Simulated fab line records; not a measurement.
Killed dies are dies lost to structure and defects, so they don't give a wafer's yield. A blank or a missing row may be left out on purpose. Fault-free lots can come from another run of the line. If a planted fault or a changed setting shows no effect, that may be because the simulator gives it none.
Split-lot trial / flow berkeley-cmos170 / 23 wafers read from 5 lots, route of 331 steps

THE SPLIT
At UCB170_ACTIVE_EXPOSE_10 (exposes mask ACTIVE, target cd 1200 nm), the setting dose-mj was moved away from the recipe's 20 on 8 of the 23 wafers read, by -6.6% to -4.3%. All remaining wafers had this setting at the recipe value.

FROM THE SPLIT TO THE READING: what the file shows between them, 4 steps
- UCB170_ACTIVE_DEVELOP_12: develop time 45 s (also split here: develop-time-s)
- UCB170_ACTIVE_CD_MEAS_13: target cd 1200 nm
- UCB170_ACTIVE_ETCH_15: etches Si3N4 in CH3F/Ar/O2, stops on SiO2, target depth 242 nm, time 151 s
- UCB170_ACTIVE_STRIP_16: strips in O2

THE READING
At UCB170_ACTIVE_CD_MEAS_90: cd-nm in nanometres, against a target cd of 1200 nm. A value of 1199.7 nm with a standard deviation of 1.2 nm is what fault-free wafers of this fab line usually give.

wafer=L077.1; tool, chamber at the split=krf-scanner-01, 0; dose-mj as run=20; against the recipe=recipe; cd-nm, nm=1200.3; against lot-mates on the recipe=-
wafer=L077.2; tool, chamber at the split=krf-scanner-01, 0; dose-mj as run=20; against the recipe=recipe; cd-nm, nm=1199.7; against lot-mates on the recipe=-
wafer=L077.3; tool, chamber at the split=krf-scanner-01, 0; dose-mj as run=20; against the recipe=recipe; cd-nm, nm=1201.3; against lot-mates on the recipe=-
wafer=L078.1; tool, chamber at the split=krf-scanner-02, 0; dose-mj as run=20; against the recipe=recipe; cd-nm, nm=1201.8; against lot-mates on the recipe=-
wafer=L078.2; tool, chamber at the split=krf-scanner-02, 0; dose-mj as run=18.83; against the recipe=-5.9%; cd-nm, nm=1211.6; against lot-mates on the recipe=+10.7
wafer=L078.3; tool, chamber at the split=krf-scanner-02, 0; dose-mj as run=20; against the recipe=recipe; cd-nm, nm=1200.6; against lot-mates on the recipe=-
wafer=L078.5; tool, chamber at the split=krf-scanner-02, 0; dose-mj as run=18.83; against the recipe=-5.9%; cd-nm, nm=1212.9; against lot-mates on the recipe=+12.0
wafer=L078.6; tool, chamber at the split=krf-scanner-02, 0; dose-mj as run=20; against the recipe=recipe; cd-nm, nm=1200.4; against lot-mates on the recipe=-
wafer=L079.1; tool, chamber at the split=krf-scanner-02, 0; dose-mj as run=19.15; against the recipe=-4.3%; cd-nm, nm=1206.5; against lot-mates on the recipe=+6.5
wafer=L079.3; tool, chamber at the split=krf-scanner-02, 0; dose-mj as run=20; against the recipe=recipe; cd-nm, nm=1200.0; against lot-mates on the recipe=-
wafer=L079.4; tool, chamber at the split=krf-scanner-02, 0; dose-mj as run=19.15; against the recipe=-4.3%; cd-nm, nm=1206.2; against lot-mates on the recipe=+6.2
wafer=L079.5; tool, chamber at the split=krf-scanner-02, 0; dose-mj as run=19.15; against the recipe=-4.3%; cd-nm, nm=1207.5; against lot-mates on the recipe=+7.5
wafer=L079.6; tool, chamber at the split=krf-scanner-02, 0; dose-mj as run=20; against the recipe=recipe; cd-nm, nm=1200.0; against lot-mates on the recipe=-
wafer=L081.1; tool, chamber at the split=krf-scanner-02, 0; dose-mj as run=20; against the recipe=recipe; cd-nm, nm=1200.4; against lot-mates on the recipe=-
wafer=L081.2; tool, chamber at the split=krf-scanner-02, 0; dose-mj as run=20; against the recipe=recipe; cd-nm, nm=1199.9; against lot-mates on the recipe=-
wafer=L081.3; tool, chamber at the split=krf-scanner-02, 0; dose-mj as run=20; against the recipe=recipe; cd-nm, nm=1200.7; against lot-mates on the recipe=-
wafer=L081.5; tool, chamber at the split=krf-scanner-02, 0; dose-mj as run=20; against the recipe=recipe; cd-nm, nm=1199.5; against lot-mates on the recipe=-
wafer=L081.6; tool, chamber at the split=krf-scanner-02, 0; dose-mj as run=20; against the recipe=recipe; cd-nm, nm=1199.8; against lot-mates on the recipe=-
wafer=L080.1; tool, chamber at the split=krf-scanner-01, 0; dose-mj as run=20; against the recipe=recipe; cd-nm, nm=1196.8; against lot-mates on the recipe=-
wafer=L080.2; tool, chamber at the split=krf-scanner-01, 0; dose-mj as run=18.68; against the recipe=-6.6%; cd-nm, nm=1210.1; against lot-mates on the recipe=+12.8
wafer=L080.4; tool, chamber at the split=krf-scanner-01, 0; dose-mj as run=20; against the recipe=recipe; cd-nm, nm=1197.8; against lot-mates on the recipe=-
wafer=L080.5; tool, chamber at the split=krf-scanner-01, 0; dose-mj as run=18.68; against the recipe=-6.6%; cd-nm, nm=1209.2; against lot-mates on the recipe=+11.9
wafer=L080.6; tool, chamber at the split=krf-scanner-01, 0; dose-mj as run=18.68; against the recipe=-6.6%; cd-nm, nm=1208.2; against lot-mates on the recipe=+10.9

FIT RESULTS
A straight line over all 23 wafers: cd-nm changes by -1.63 nm for each +1% of dose-mj; r = -0.95; the points scatter about the line by 1.5 nm.
The same after taking each lot's own level away (the mean of its wafers on the recipe; 23 wafers): -1.8 nm for each +1%; r = -0.99; scatter 0.73 nm.
On that fit, the largest move of dose-mj shifts the reading by 12 nm.
The span of the lots' own levels, 1197.30 to 1200.93 nm, comes to 3.0 times the standard deviation stated above.
Hence the lot-to-lot level has little effect on the slope; both slopes agree.
Check: with one of the wafers moved furthest among these (-6.6%) left out of the fit, the line predicts +11.6 nm for it against its lot-mates. It came out at +12.8 nm against them.

THESE WAFERS: OTHER SPLITS
Note: prior to the reading, these wafers also went through further splits. Each is held against what the fit with the lots' levels taken away leaves over:
other split on the same wafers=UCB170_ZERO_COAT_01 resist-thk-nm; wafers away from the commonest value=7; r with cd-nm (lot level and that fit taken away)=-0.24
other split on the same wafers=UCB170_NWELL_CVD_04 temp-c; wafers away from the commonest value=15; r with cd-nm (lot level and that fit taken away)=+0.33
other split on the same wafers=UCB170_NWELL_IMPLANT_14 energy-kev; wafers away from the commonest value=7; r with cd-nm (lot level and that fit taken away)=-0.06
other split on the same wafers=UCB170_PWELL_CVD_05 temp-c; wafers away from the commonest value=18; r with cd-nm (lot level and that fit taken away)=+0.26
other split on the same wafers=UCB170_PWELL_STRIP_16 overash-fraction; wafers away from the commonest value=7; r with cd-nm (lot level and that fit taken away)=-0.11
other split on the same wafers=UCB170_WELLDRIVE_OXIDATION_01 temp-c; wafers away from the commonest value=18; r with cd-nm (lot level and that fit taken away)=-0.08
other split on the same wafers=UCB170_ACTIVE_DEVELOP_12 develop-time-s; wafers away from the commonest value=10; r with cd-nm (lot level and that fit taken away)=-0.42

THE WHOLE CHAIN: every reading that the file lists as answering this split, in the file's order
step=UCB170_ACTIVE_CD_MEAS_13; what it does=target cd 1200 nm; reading=cd-nm; change (the file's fit)=-1.79 nm for each +1% of the setting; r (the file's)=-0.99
step=UCB170_ACTIVE_ETCH_15; what it does=etches Si3N4 in CH3F/Ar/O2, stops on SiO2, target depth 242 nm, time 151 s; reading=ACTIVE.cd-nm (the simulator's own value, which no gauge read); change (the file's fit)=-1.81 nm for each +1% of the setting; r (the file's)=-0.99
step=UCB170_ACTIVE_CD_MEAS_90; what it does=target cd 1200 nm; reading=cd-nm; change (the file's fit)=-1.81 nm for each +1% of the setting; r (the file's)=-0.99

FILE'S OWN FIT
cd-nm changes by -1.81 nm for each +1% of dose-mj, r = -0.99.
